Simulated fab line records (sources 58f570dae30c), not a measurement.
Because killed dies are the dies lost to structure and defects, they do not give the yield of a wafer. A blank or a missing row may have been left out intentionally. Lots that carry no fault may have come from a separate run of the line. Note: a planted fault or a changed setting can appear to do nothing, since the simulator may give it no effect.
Which tool did it? ; flow berkeleyCmos170 ; 14 lots, 42 wafers sampled, at 2 steps of a route of 331

WHAT THE GAUGES READ, wafer by wafer
UCB170_V1_CD_MEAS_12: target cd 700 nm. Usual: cdNm at 699.5 nm, with a standard deviation of 1.3.
lot;measured;on;cdNm (nm);flag
L454;day 8 22:37;cdSem-02;698.8 699.7 698.2;
L453;day 9 02:45;cdSem-01;698.5 698.7 698.7;
L455;day 9 08:31;cdSem-02;699.5 699.6 699.8;
L456;day 9 10:24;cdSem-01;700.3 700.8 701.2;
L458;day 9 23:04;cdSem-01;701.7 700.6 701.4;
L457;day 9 23:54;cdSem-02;701.0 700.8 700.1;
L461;day 10 01:34;cdSem-01;696.8 697.4 696.9;
L462;day 10 10:44;cdSem-02;697.7 699.1 699.1;
L463;day 10 12:30;cdSem-02;700.0 701.1 701.1;
L468;day 12 04:00;cdSem-01;698.6 698.4 698.6;
L469;day 12 04:24;cdSem-01;711.4 711.1 710.8 711.4 711.2 710.7;OFF
L467;day 12 05:49;cdSem-02;698.7 699.6 699.7;
L472;day 12 09:08;cdSem-02;698.7 699.2 699.1;
L471;day 12 12:19;cdSem-01;707.1 706.2 706.9 706.8 706.3 706.7;OFF

WHAT TOOL EACH LOT RAN ON (gives the tool, then ch and the chambers of the sampled wafers, and finally the start)
lot;UCB170_V1_PEB_10
L454;lithoTrack-04 ch 0, day 8 22:20
L453;lithoTrack-03 ch 0, day 9 02:29
L455;lithoTrack-03 ch 0, day 9 08:14
L456;lithoTrack-02 ch 0, day 9 10:08
L458;lithoTrack-02 ch 0, day 9 22:47
L457;lithoTrack-04 ch 0, day 9 23:38
L461;lithoTrack-02 ch 0, day 10 01:17
L462;lithoTrack-02 ch 0, day 10 10:28
L463;lithoTrack-04 ch 0, day 10 12:14
L468;lithoTrack-03 ch 0, day 12 03:44
L469;lithoTrack-02 ch 0, day 12 04:07
L467;lithoTrack-03 ch 0, day 12 05:34
L472;lithoTrack-04 ch 0, day 12 08:51
L471;lithoTrack-02 ch 0, day 12 12:01
- UCB170_V1_PEB_10

WHAT THE TOOLS THEMSELVES READ (means of the sampled wafers that have a number; where no wafer has one, the mark that the record gives instead)
UCB170_V1_PEB_10. Usual: heaterPowerTotalW 56.80 W, standard deviation 0.047; plateTempC 130.02 C, standard deviation 0.12.
lot;tool;heaterPowerTotalW (W);plateTempC (C);flag
L454;lithoTrack-04;56.81;130.08;
L453;lithoTrack-03;56.80;130.06;
L455;lithoTrack-03;56.75;130.18;
L456;lithoTrack-02;56.83;130.09;
L458;lithoTrack-02;56.76;129.91;
L457;lithoTrack-04;56.79;129.91;
L461;lithoTrack-02;56.83;129.98;
L462;lithoTrack-02;56.77;130.09;
L463;lithoTrack-04;56.76;129.92;
L468;lithoTrack-03;56.82;130.04;
L469;lithoTrack-02;57.92;132.13;OFF
L467;lithoTrack-03;56.83;130.10;
L472;lithoTrack-04;56.79;129.96;
L471;lithoTrack-02;57.88;132.04;OFF

THE ANSWER, worked out from the rows above alone
Rule: take the mean of a lot's wafers that have a number; if it is more than 3 standard deviations from the usual mean, the lot is off. Also off: a lot with no number at a reading for which 4 or more lots have one. Any other lot the step has rows for is counted as sound. After the gauges, taken in route order, come the tools' own readings; for these a lot's mean is taken, as printed above. At the first step where some lot is off, the reading lying furthest off is the one used; lots without a number count as furthest.
Off: L469, L471, at UCB170_V1_CD_MEAS_12 (cdNm).
A tool fits if, at a process step before that reading, it ran every lot that is off, and no sound lot after the first of them. The gauges at UCB170_V1_CD_MEAS_12 aren't tried: what is off there is off at UCB170_V1_PEB_10 too, on other tools, and a gauge's error can't cause that. One candidate fits, namely lithoTrack-02 at UCB170_V1_PEB_10. Its last sound lot is L462 (day 10 10:28), its first lot that is off L469 (day 12 04:07): a fault that began between those two fits.
The tool's own readings at UCB170_V1_PEB_10 bear it out: on the lots that are off they differ by more than 5 times the standard deviation of the sound lots' means. heaterPowerTotalW reads 57.90 W there against 56.80 W on the sound lots; plateTempC reads 132.08 C there against 130.03 C on the sound lots.

WHAT THE SIMULATOR PUT IN
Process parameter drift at UCB170_V1_PEB_10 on lithoTrack-02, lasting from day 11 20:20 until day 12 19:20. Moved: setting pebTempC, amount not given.
Shown lots that were struck: L469, L471. Same finding as the rule above.
